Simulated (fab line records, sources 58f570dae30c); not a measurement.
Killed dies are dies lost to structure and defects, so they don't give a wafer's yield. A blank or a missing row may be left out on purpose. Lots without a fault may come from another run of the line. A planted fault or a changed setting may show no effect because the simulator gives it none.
Split-lot experiment | flow berkeley_cmos170 | 5 lots, 23 wafers read, on a route of 331 steps

THE SPLIT
At UCB170_NWELL_PEB_10, the setting peb_temp_c was moved away from the recipe's 130 C on 7 of the 23 wafers read, by -1.4% to +2.9%. The other wafers ran this setting at the recipe's value.

The file shows no step between the split and the reading.

THE READING
NWELL.cd_nm (the simulator's own value, which no gauge read), in nm, at UCB170_NWELL_ETCH_13 (etches Si3N4 in CH3F/Ar/O2, stops on SiO2, target depth 246.4 nm, time 154 s). The file gives no usual value for it. The 16 wafers here that ran the recipe average 3000 nm, standard deviation 1.6 nm.

wafer  | tool, chamber at the split | peb_temp_c as run, C | against the recipe | NWELL.cd_nm, nm | against lot-mates on the recipe
L076.1 | litho_track-04, 0          | 133.8                | +2.9%              | 3023            | +23
L076.2 | litho_track-04, 0          | 130                  | recipe             | 3000            | -
L076.3 | litho_track-04, 0          | 133.8                | +2.9%              | 3021            | +21
L076.4 | litho_track-04, 0          | 130                  | recipe             | 3000            | -
L076.6 | litho_track-04, 0          | 133.8                | +2.9%              | 3019            | +19
L078.1 | litho_track-01, 0          | 130                  | recipe             | 3001            | -
L078.4 | litho_track-01, 0          | 130                  | recipe             | 3001            | -
L078.2 | litho_track-01, 0          | 130                  | recipe             | 3001            | -
L078.3 | litho_track-01, 0          | 130                  | recipe             | 3002            | -
L078.6 | litho_track-01, 0          | 130                  | recipe             | 3002            | -
L081.1 | litho_track-01, 0          | 130                  | recipe             | 3001            | -
L081.2 | litho_track-01, 0          | 131.1                | +0.8%              | 3006            | +6
L081.4 | litho_track-01, 0          | 130                  | recipe             | 2999            | -
L081.5 | litho_track-01, 0          | 131.1                | +0.8%              | 3006            | +6
L081.6 | litho_track-01, 0          | 130                  | recipe             | 3000            | -
L082.1 | litho_track-04, 0          | 128.2                | -1.4%              | 2984            | -14
L082.2 | litho_track-04, 0          | 128.2                | -1.4%              | 2987            | -11
L082.3 | litho_track-04, 0          | 130                  | recipe             | 2998            | -
L082.4 | litho_track-04, 0          | 130                  | recipe             | 2998            | -
L082.6 | litho_track-04, 0          | 130                  | recipe             | 2998            | -
L083.3 | litho_track-02, 0          | 130                  | recipe             | 2998            | -
L083.5 | litho_track-02, 0          | 130                  | recipe             | 2998            | -
L083.6 | litho_track-02, 0          | 130                  | recipe             | 2997            | -

THE FIT
A straight line over all 23 wafers: NWELL.cd_nm changes by +7.8 nm for each +1% of peb_temp_c; r = +0.98; the points scatter about the line by 1.9 nm.
The same after taking each lot's own level away (the mean of its wafers on the recipe; 23 wafers): +7.49 nm for each +1%; r = +0.99; scatter 1.1 nm.
On that fit, the largest move of peb_temp_c shifts the reading by 22 nm.
The lots' own levels span 2997.7 to 3001.4 nm, that is 2.4 times the standard deviation above.
So the lot-to-lot level changes the slope little: the two slopes agree.
Check: with one of the wafers moved furthest among these (+2.9%) left out of the fit, the line predicts +21 nm for it against its lot-mates. It came out at +23 nm against them.

THE FILE'S OWN FIT
NWELL.cd_nm changes by +7.55 nm for each +1% of peb_temp_c, r = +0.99.
